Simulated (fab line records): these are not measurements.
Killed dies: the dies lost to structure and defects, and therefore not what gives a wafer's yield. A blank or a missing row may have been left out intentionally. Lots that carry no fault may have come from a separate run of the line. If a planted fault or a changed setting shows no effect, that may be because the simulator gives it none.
Which tool is to blame? || flow rit_cmos || 14 lots, 42 wafers sampled, at 6 steps of a route of 202

## WHAT THE GAUGES SHOWED, per wafer
RIT_NWELL_TW_MEAS_10. Usual: NWELL_TW gives 2149 (standard deviation 34).
{"lot": "L509", "measured": "day 1 23:56", "on": "film_metro-03", "NWELL_TW": "2179 2184 2177", "flag": ""}
{"lot": "L510", "measured": "day 2 05:38", "on": "film_metro-03", "NWELL_TW": "2195 2177 2174", "flag": ""}
{"lot": "L512", "measured": "day 2 13:19", "on": "film_metro-01", "NWELL_TW": "2115 2113 2121", "flag": ""}
{"lot": "L513", "measured": "day 2 18:04", "on": "film_metro-03", "NWELL_TW": "2197 2170 2185", "flag": ""}
{"lot": "L514", "measured": "day 2 23:29", "on": "film_metro-03", "NWELL_TW": "2184 2189 2204", "flag": ""}
{"lot": "L516", "measured": "day 3 08:55", "on": "film_metro-01", "NWELL_TW": "2112 2104 2110", "flag": ""}
{"lot": "L517", "measured": "day 3 16:16", "on": "film_metro-04", "NWELL_TW": "2147 2138 2141", "flag": ""}
{"lot": "L523", "measured": "day 4 20:59", "on": "film_metro-01", "NWELL_TW": "2104 2110 2100", "flag": ""}
{"lot": "L524", "measured": "day 5 01:15", "on": "film_metro-03", "NWELL_TW": "2185 2167 2180", "flag": ""}
{"lot": "L527", "measured": "day 5 15:53", "on": "film_metro-01", "NWELL_TW": "2101 2108 2107", "flag": ""}
{"lot": "L528", "measured": "day 6 06:02", "on": "film_metro-04", "NWELL_TW": "2165 2167 2165", "flag": ""}
{"lot": "L530", "measured": "day 6 11:18", "on": "film_metro-01", "NWELL_TW": "2122 2109 2121", "flag": ""}
{"lot": "L531", "measured": "day 6 11:38", "on": "film_metro-01", "NWELL_TW": "2111 2105 2109", "flag": ""}
{"lot": "L532", "measured": "day 6 20:31", "on": "film_metro-03", "NWELL_TW": "2178 2184 2182", "flag": ""}

RIT_GATE_THK_MEAS_09. Usual: GATE_POLY_THK gives 250.5 nm (standard deviation 2.3).
{"lot": "L509", "measured": "day 2 16:44", "on": "film_metro-04", "GATE_POLY_THK (nm)": "253.0 251.1 253.3", "flag": ""}
{"lot": "L510", "measured": "day 2 20:19", "on": "film_metro-02", "GATE_POLY_THK (nm)": "247.0 248.3 249.7", "flag": ""}
{"lot": "L512", "measured": "day 3 04:37", "on": "film_metro-02", "GATE_POLY_THK (nm)": "246.8 248.6 248.8", "flag": ""}
{"lot": "L513", "measured": "day 3 10:31", "on": "film_metro-04", "GATE_POLY_THK (nm)": "265.7 264.4 267.1", "flag": "OFF"}
{"lot": "L514", "measured": "day 3 13:53", "on": "film_metro-03", "GATE_POLY_THK (nm)": "247.7 245.9 248.2", "flag": ""}
{"lot": "L516", "measured": "day 4 00:03", "on": "film_metro-03", "GATE_POLY_THK (nm)": "266.0 264.3 266.2", "flag": "OFF"}
{"lot": "L517", "measured": "day 4 07:37", "on": "film_metro-03", "GATE_POLY_THK (nm)": "254.5 254.5 252.8", "flag": ""}
{"lot": "L523", "measured": "day 5 14:59", "on": "film_metro-02", "GATE_POLY_THK (nm)": "251.7 250.8 252.4", "flag": ""}
{"lot": "L524", "measured": "day 5 21:26", "on": "film_metro-03", "GATE_POLY_THK (nm)": "251.3 250.4 254.7", "flag": ""}
{"lot": "L527", "measured": "day 6 10:40", "on": "film_metro-03", "GATE_POLY_THK (nm)": "253.8 252.7 254.0", "flag": ""}
{"lot": "L528", "measured": "day 6 23:12", "on": "film_metro-03", "GATE_POLY_THK (nm)": "252.1 253.0 254.8", "flag": ""}
{"lot": "L530", "measured": "day 7 01:28", "on": "film_metro-03", "GATE_POLY_THK (nm)": "249.1 247.7 247.8", "flag": ""}
{"lot": "L531", "measured": "day 7 07:44", "on": "film_metro-02", "GATE_POLY_THK (nm)": "246.1 250.2 248.0", "flag": ""}
{"lot": "L532", "measured": "day 7 14:05", "on": "film_metro-03", "GATE_POLY_THK (nm)": "248.9 249.5 249.4", "flag": ""}

RIT_REOX_THK_MEAS_04. Usual: REOX_OXIDE_THK gives 25.1 nm (standard deviation 0.45).
{"lot": "L509", "measured": "day 2 21:26", "on": "film_metro-03", "REOX_OXIDE_THK (nm)": "25.4 25.6 25.7", "flag": ""}
{"lot": "L510", "measured": "day 3 01:36", "on": "film_metro-03", "REOX_OXIDE_THK (nm)": "25.5 25.0 25.4", "flag": ""}
{"lot": "L512", "measured": "day 3 09:24", "on": "film_metro-03", "REOX_OXIDE_THK (nm)": "25.2 25.4 25.1", "flag": ""}
{"lot": "L513", "measured": "day 3 15:38", "on": "film_metro-04", "REOX_OXIDE_THK (nm)": "24.5 24.4 24.7", "flag": ""}
{"lot": "L514", "measured": "day 3 19:32", "on": "film_metro-03", "REOX_OXIDE_THK (nm)": "24.8 24.6 24.7", "flag": ""}
{"lot": "L516", "measured": "day 4 04:37", "on": "film_metro-01", "REOX_OXIDE_THK (nm)": "24.8 24.9 24.6", "flag": ""}
{"lot": "L517", "measured": "day 4 12:49", "on": "film_metro-03", "REOX_OXIDE_THK (nm)": "25.1 24.3 25.0", "flag": ""}
{"lot": "L523", "measured": "day 5 23:18", "on": "film_metro-01", "REOX_OXIDE_THK (nm)": "25.6 25.6 25.4", "flag": ""}
{"lot": "L524", "measured": "day 6 05:56", "on": "film_metro-03", "REOX_OXIDE_THK (nm)": "25.2 25.1 25.0", "flag": ""}
{"lot": "L527", "measured": "day 6 15:46", "on": "film_metro-03", "REOX_OXIDE_THK (nm)": "26.1 25.6 26.2", "flag": ""}
{"lot": "L528", "measured": "day 7 05:49", "on": "film_metro-04", "REOX_OXIDE_THK (nm)": "25.0 24.7 25.1", "flag": ""}
{"lot": "L530", "measured": "day 7 09:55", "on": "film_metro-01", "REOX_OXIDE_THK (nm)": "25.1 25.0 25.4", "flag": ""}
{"lot": "L531", "measured": "day 7 13:55", "on": "film_metro-01", "REOX_OXIDE_THK (nm)": "24.9 25.3 25.1", "flag": ""}
{"lot": "L532", "measured": "day 7 18:37", "on": "film_metro-01", "REOX_OXIDE_THK (nm)": "24.3 24.3 24.4", "flag": ""}

## WHICH TOOL RAN EACH LOT (tool, then ch and the chambers of the sampled wafers, then the start)
{"lot": "L509", "RIT_NWELL_STRIP_09": "plasma_asher-03 ch 0, day 1 23:45", "RIT_GATE_CVD_08": "lpcvd-02 ch 0, day 2 15:06", "RIT_GATE_ETCH_19": "rie_si-02 ch 0,2,3, day 2 18:06"}
{"lot": "L510", "RIT_NWELL_STRIP_09": "plasma_asher-04 ch 0,1, day 2 05:27", "RIT_GATE_CVD_08": "lpcvd-02 ch 0, day 2 18:43", "RIT_GATE_ETCH_19": "rie_si-01 ch 0,2,3, day 2 21:40"}
{"lot": "L512", "RIT_NWELL_STRIP_09": "plasma_asher-04 ch 0,1, day 2 13:10", "RIT_GATE_CVD_08": "lpcvd-01 ch 1, day 3 02:58", "RIT_GATE_ETCH_19": "rie_si-01 ch 0,1, day 3 05:48"}
{"lot": "L513", "RIT_NWELL_STRIP_09": "plasma_asher-04 ch 0,1, day 2 17:52", "RIT_GATE_CVD_08": "lpcvd-02 ch 1, day 3 08:53", "RIT_GATE_ETCH_19": "rie_si-02 ch 1,2, day 3 11:44"}
{"lot": "L514", "RIT_NWELL_STRIP_09": "plasma_asher-03 ch 0,1, day 2 23:21", "RIT_GATE_CVD_08": "lpcvd-01 ch 1, day 3 12:14", "RIT_GATE_ETCH_19": "rie_si-01 ch 1,3, day 3 15:19"}
{"lot": "L516", "RIT_NWELL_STRIP_09": "plasma_asher-03 ch 0,1, day 3 08:44", "RIT_GATE_CVD_08": "lpcvd-02 ch 1, day 3 22:26", "RIT_GATE_ETCH_19": "rie_si-01 ch 0,1,3, day 4 01:16"}
{"lot": "L517", "RIT_NWELL_STRIP_09": "plasma_asher-02 ch 0,1, day 3 16:05", "RIT_GATE_CVD_08": "lpcvd-01 ch 1, day 4 06:00", "RIT_GATE_ETCH_19": "rie_si-02 ch 1,2, day 4 08:50"}
{"lot": "L523", "RIT_NWELL_STRIP_09": "plasma_asher-03 ch 0,1, day 4 20:49", "RIT_GATE_CVD_08": "lpcvd-01 ch 1, day 5 12:34", "RIT_GATE_ETCH_19": "rie_si-02 ch 1,2,3, day 5 16:13"}
{"lot": "L524", "RIT_NWELL_STRIP_09": "plasma_asher-02 ch 0,1, day 5 01:04", "RIT_GATE_CVD_08": "lpcvd-01 ch 0, day 5 19:49", "RIT_GATE_ETCH_19": "rie_si-01 ch 0,2,3, day 5 22:46"}
{"lot": "L527", "RIT_NWELL_STRIP_09": "plasma_asher-04 ch 0,1, day 5 15:41", "RIT_GATE_CVD_08": "lpcvd-02 ch 0, day 6 09:02", "RIT_GATE_ETCH_19": "rie_si-02 ch 1,2,3, day 6 12:11"}
{"lot": "L528", "RIT_NWELL_STRIP_09": "plasma_asher-02 ch 0, day 6 05:50", "RIT_GATE_CVD_08": "lpcvd-01 ch 0, day 6 21:35", "RIT_GATE_ETCH_19": "rie_si-01 ch 1,2, day 7 00:35"}
{"lot": "L530", "RIT_NWELL_STRIP_09": "plasma_asher-03 ch 0,1, day 6 11:07", "RIT_GATE_CVD_08": "lpcvd-02 ch 0, day 6 23:51", "RIT_GATE_ETCH_19": "rie_si-01 ch 0,2,3, day 7 02:41"}
{"lot": "L531", "RIT_NWELL_STRIP_09": "plasma_asher-02 ch 0,1, day 6 11:27", "RIT_GATE_CVD_08": "lpcvd-02 ch 1, day 7 06:07", "RIT_GATE_ETCH_19": "rie_si-02 ch 1,2, day 7 08:56"}
{"lot": "L532", "RIT_NWELL_STRIP_09": "plasma_asher-04 ch 0,1, day 6 20:20", "RIT_GATE_CVD_08": "lpcvd-02 ch 1, day 7 12:28", "RIT_GATE_ETCH_19": "rie_si-01 ch 1,2, day 7 15:17"}
- RIT_NWELL_STRIP_09: strips in O2, time 180 s.
- RIT_GATE_CVD_08: deposits poly-Si from SiH4, target thk 250 nm, time 2220 s.
- RIT_GATE_ETCH_19: etches poly-Si in SF6/CHF3/O2, stops on SiO2, time 165 s, target depth 312.5 nm.

## AS READ BY THE TOOLS THEMSELVES (means over the sampled wafers that have a number; for cases with no such wafer, the mark the record gives instead)
RIT_NWELL_STRIP_09. Usual: chamber_pressure_mTorr 4000 mTorr, standard deviation 3.9; drypump_motor_current_A 6.08 A, standard deviation 0.2.
{"lot": "L509", "tool": "plasma_asher-03", "chamber_pressure_mTorr (mTorr)": 4002, "drypump_motor_current_A (A)": 6.15, "flag": ""}
{"lot": "L510", "tool": "plasma_asher-04", "chamber_pressure_mTorr (mTorr)": 4003, "drypump_motor_current_A (A)": 6.29, "flag": ""}
{"lot": "L512", "tool": "plasma_asher-04", "chamber_pressure_mTorr (mTorr)": 4000, "drypump_motor_current_A (A)": 6.17, "flag": ""}
{"lot": "L513", "tool": "plasma_asher-04", "chamber_pressure_mTorr (mTorr)": 4001, "drypump_motor_current_A (A)": 6.20, "flag": ""}
{"lot": "L514", "tool": "plasma_asher-03", "chamber_pressure_mTorr (mTorr)": 3997, "drypump_motor_current_A (A)": 6.10, "flag": ""}
{"lot": "L516", "tool": "plasma_asher-03", "chamber_pressure_mTorr (mTorr)": 3998, "drypump_motor_current_A (A)": 6.07, "flag": ""}
{"lot": "L517", "tool": "plasma_asher-02", "chamber_pressure_mTorr (mTorr)": 4001, "drypump_motor_current_A (A)": 5.96, "flag": ""}
{"lot": "L523", "tool": "plasma_asher-03", "chamber_pressure_mTorr (mTorr)": 3999, "drypump_motor_current_A (A)": 6.10, "flag": ""}
{"lot": "L524", "tool": "plasma_asher-02", "chamber_pressure_mTorr (mTorr)": 4002, "drypump_motor_current_A (A)": 5.93, "flag": ""}
{"lot": "L527", "tool": "plasma_asher-04", "chamber_pressure_mTorr (mTorr)": 3995, "drypump_motor_current_A (A)": 6.26, "flag": ""}
{"lot": "L528", "tool": "plasma_asher-02", "chamber_pressure_mTorr (mTorr)": 4005, "drypump_motor_current_A (A)": 6.03, "flag": ""}
{"lot": "L530", "tool": "plasma_asher-03", "chamber_pressure_mTorr (mTorr)": 4001, "drypump_motor_current_A (A)": 6.09, "flag": ""}
{"lot": "L531", "tool": "plasma_asher-02", "chamber_pressure_mTorr (mTorr)": 3995, "drypump_motor_current_A (A)": 5.83, "flag": ""}
{"lot": "L532", "tool": "plasma_asher-04", "chamber_pressure_mTorr (mTorr)": 3998, "drypump_motor_current_A (A)": 6.30, "flag": ""}

RIT_GATE_CVD_08. Usual: sih4_flow_sccm 99.98 sccm, standard deviation 0.26; spike_tc_source_C 629.9 C, standard deviation 1.7.
{"lot": "L509", "tool": "lpcvd-02", "sih4_flow_sccm (sccm)": 99.96, "spike_tc_source_C (C)": 629.5, "flag": ""}
{"lot": "L510", "tool": "lpcvd-02", "sih4_flow_sccm (sccm)": 100.50, "spike_tc_source_C (C)": 628.3, "flag": ""}
{"lot": "L512", "tool": "lpcvd-01", "sih4_flow_sccm (sccm)": 100.07, "spike_tc_source_C (C)": 629.1, "flag": ""}
{"lot": "L513", "tool": "lpcvd-02", "sih4_flow_sccm (sccm)": 100.08, "spike_tc_source_C (C)": 632.1, "flag": ""}
{"lot": "L514", "tool": "lpcvd-01", "sih4_flow_sccm (sccm)": 100.16, "spike_tc_source_C (C)": 629.1, "flag": ""}
{"lot": "L516", "tool": "lpcvd-02", "sih4_flow_sccm (sccm)": 100.17, "spike_tc_source_C (C)": 632.6, "flag": ""}
{"lot": "L517", "tool": "lpcvd-01", "sih4_flow_sccm (sccm)": 99.73, "spike_tc_source_C (C)": 629.1, "flag": ""}
{"lot": "L523", "tool": "lpcvd-01", "sih4_flow_sccm (sccm)": 100.10, "spike_tc_source_C (C)": 629.2, "flag": ""}
{"lot": "L524", "tool": "lpcvd-01", "sih4_flow_sccm (sccm)": 99.49, "spike_tc_source_C (C)": 630.6, "flag": ""}
{"lot": "L527", "tool": "lpcvd-02", "sih4_flow_sccm (sccm)": 100.01, "spike_tc_source_C (C)": 629.0, "flag": ""}
{"lot": "L528", "tool": "lpcvd-01", "sih4_flow_sccm (sccm)": 100.11, "spike_tc_source_C (C)": 629.8, "flag": ""}
{"lot": "L530", "tool": "lpcvd-02", "sih4_flow_sccm (sccm)": 100.23, "spike_tc_source_C (C)": 629.8, "flag": ""}
{"lot": "L531", "tool": "lpcvd-02", "sih4_flow_sccm (sccm)": 99.77, "spike_tc_source_C (C)": 633.8, "flag": ""}
{"lot": "L532", "tool": "lpcvd-02", "sih4_flow_sccm (sccm)": 100.02, "spike_tc_source_C (C)": 631.5, "flag": ""}

RIT_GATE_ETCH_19. Usual: O2_flow_sccm 5.001 sccm, standard deviation 0.015; chamber_pressure_mTorr 40.00 mTorr, standard deviation 0.035; drypump_motor_current_A 6.0 A, standard deviation 0.32; he_backside_leak_sccm 2.70 sccm, standard deviation 0.17; oes_product_au 0.848 a.u., standard deviation 0.0095; rf_fwd_power_W 159.2 W, standard deviation 0.51; throttle_valve_pct 10.30 %, standard deviation 0.14.
{"lot": "L509", "tool": "rie_si-02", "O2_flow_sccm (sccm)": 4.992, "chamber_pressure_mTorr (mTorr)": 39.98, "drypump_motor_current_A (A)": 6.1, "he_backside_leak_sccm (sccm)": 2.85, "oes_product_au (a.u.)": 0.840, "rf_fwd_power_W (W)": 159.1, "throttle_valve_pct (%)": 10.35, "flag": ""}
{"lot": "L510", "tool": "rie_si-01", "O2_flow_sccm (sccm)": 5.005, "chamber_pressure_mTorr (mTorr)": 40.01, "drypump_motor_current_A (A)": 5.8, "he_backside_leak_sccm (sccm)": 2.78, "oes_product_au (a.u.)": 0.843, "rf_fwd_power_W (W)": 159.4, "throttle_valve_pct (%)": 10.21, "flag": ""}
{"lot": "L512", "tool": "rie_si-01", "O2_flow_sccm (sccm)": 5.003, "chamber_pressure_mTorr (mTorr)": 40.01, "drypump_motor_current_A (A)": 6.2, "he_backside_leak_sccm (sccm)": 2.76, "oes_product_au (a.u.)": 0.847, "rf_fwd_power_W (W)": 159.0, "throttle_valve_pct (%)": 10.26, "flag": ""}
{"lot": "L513", "tool": "rie_si-02", "O2_flow_sccm (sccm)": 5.016, "chamber_pressure_mTorr (mTorr)": 40.04, "drypump_motor_current_A (A)": 5.9, "he_backside_leak_sccm (sccm)": 2.76, "oes_product_au (a.u.)": 0.877, "rf_fwd_power_W (W)": 158.9, "throttle_valve_pct (%)": 10.26, "flag": "OFF"}
{"lot": "L514", "tool": "rie_si-01", "O2_flow_sccm (sccm)": 5.005, "chamber_pressure_mTorr (mTorr)": 40.01, "drypump_motor_current_A (A)": 6.3, "he_backside_leak_sccm (sccm)": 2.59, "oes_product_au (a.u.)": 0.841, "rf_fwd_power_W (W)": 159.1, "throttle_valve_pct (%)": 10.20, "flag": ""}
{"lot": "L516", "tool": "rie_si-01", "O2_flow_sccm (sccm)": 4.990, "chamber_pressure_mTorr (mTorr)": 39.97, "drypump_motor_current_A (A)": 6.1, "he_backside_leak_sccm (sccm)": 2.75, "oes_product_au (a.u.)": 0.885, "rf_fwd_power_W (W)": 159.2, "throttle_valve_pct (%)": 10.25, "flag": "OFF"}
{"lot": "L517", "tool": "rie_si-02", "O2_flow_sccm (sccm)": 4.990, "chamber_pressure_mTorr (mTorr)": 39.98, "drypump_motor_current_A (A)": 6.1, "he_backside_leak_sccm (sccm)": 3.06, "oes_product_au (a.u.)": 0.847, "rf_fwd_power_W (W)": 159.7, "throttle_valve_pct (%)": 10.17, "flag": ""}
{"lot": "L523", "tool": "rie_si-02", "O2_flow_sccm (sccm)": 5.002, "chamber_pressure_mTorr (mTorr)": 40.00, "drypump_motor_current_A (A)": 6.0, "he_backside_leak_sccm (sccm)": 2.75, "oes_product_au (a.u.)": 0.853, "rf_fwd_power_W (W)": 159.2, "throttle_valve_pct (%)": 10.28, "flag": ""}
{"lot": "L524", "tool": "rie_si-01", "O2_flow_sccm (sccm)": 5.001, "chamber_pressure_mTorr (mTorr)": 39.99, "drypump_motor_current_A (A)": 5.8, "he_backside_leak_sccm (sccm)": 2.69, "oes_product_au (a.u.)": 0.854, "rf_fwd_power_W (W)": 159.3, "throttle_valve_pct (%)": 10.21, "flag": ""}
{"lot": "L527", "tool": "rie_si-02", "O2_flow_sccm (sccm)": 4.999, "chamber_pressure_mTorr (mTorr)": 40.02, "drypump_motor_current_A (A)": 6.1, "he_backside_leak_sccm (sccm)": 2.70, "oes_product_au (a.u.)": 0.859, "rf_fwd_power_W (W)": 159.0, "throttle_valve_pct (%)": 10.29, "flag": ""}
{"lot": "L528", "tool": "rie_si-01", "O2_flow_sccm (sccm)": 5.002, "chamber_pressure_mTorr (mTorr)": 39.99, "drypump_motor_current_A (A)": 6.0, "he_backside_leak_sccm (sccm)": 2.64, "oes_product_au (a.u.)": 0.864, "rf_fwd_power_W (W)": 158.8, "throttle_valve_pct (%)": 10.18, "flag": ""}
{"lot": "L530", "tool": "rie_si-01", "O2_flow_sccm (sccm)": 5.007, "chamber_pressure_mTorr (mTorr)": 40.03, "drypump_motor_current_A (A)": 5.7, "he_backside_leak_sccm (sccm)": 2.63, "oes_product_au (a.u.)": 0.848, "rf_fwd_power_W (W)": 159.5, "throttle_valve_pct (%)": 10.22, "flag": ""}
{"lot": "L531", "tool": "rie_si-02", "O2_flow_sccm (sccm)": 4.996, "chamber_pressure_mTorr (mTorr)": 40.02, "drypump_motor_current_A (A)": 6.0, "he_backside_leak_sccm (sccm)": 2.67, "oes_product_au (a.u.)": 0.842, "rf_fwd_power_W (W)": 158.9, "throttle_valve_pct (%)": 10.26, "flag": ""}
{"lot": "L532", "tool": "rie_si-01", "O2_flow_sccm (sccm)": 4.994, "chamber_pressure_mTorr (mTorr)": 40.03, "drypump_motor_current_A (A)": 6.0, "he_backside_leak_sccm (sccm)": 2.71, "oes_product_au (a.u.)": 0.847, "rf_fwd_power_W (W)": 159.4, "throttle_valve_pct (%)": 10.18, "flag": ""}

## THE ANSWER, worked out from the rows above alone
Rule: take the mean of a lot's wafers that have a number; if it is more than 3 standard deviations from the usual mean, the lot is off. Also off: a lot with no number at a reading for which 4 or more lots have one. Where the step has rows for the other lots, those lots are counted as sound. Order of review: gauges by route order, followed by the tools' own readings, for which a lot's mean as printed above is used. At the first step where some lot is off, the reading lying furthest off is the one used; lots without a number count as furthest.
Off: at RIT_GATE_THK_MEAS_09 (GATE_POLY_THK), L513, L516.
A tool fits if, at a process step before that reading, it ran every lot that is off, and no sound lot after the first of them. Not tried: the gauges at RIT_GATE_THK_MEAS_09; whatever is off there is also off at RIT_GATE_ETCH_19, on other tools, and gauge error can't account for it. Of those tried, none fits.

## WHAT THE SIMULATOR HAD INSERTED
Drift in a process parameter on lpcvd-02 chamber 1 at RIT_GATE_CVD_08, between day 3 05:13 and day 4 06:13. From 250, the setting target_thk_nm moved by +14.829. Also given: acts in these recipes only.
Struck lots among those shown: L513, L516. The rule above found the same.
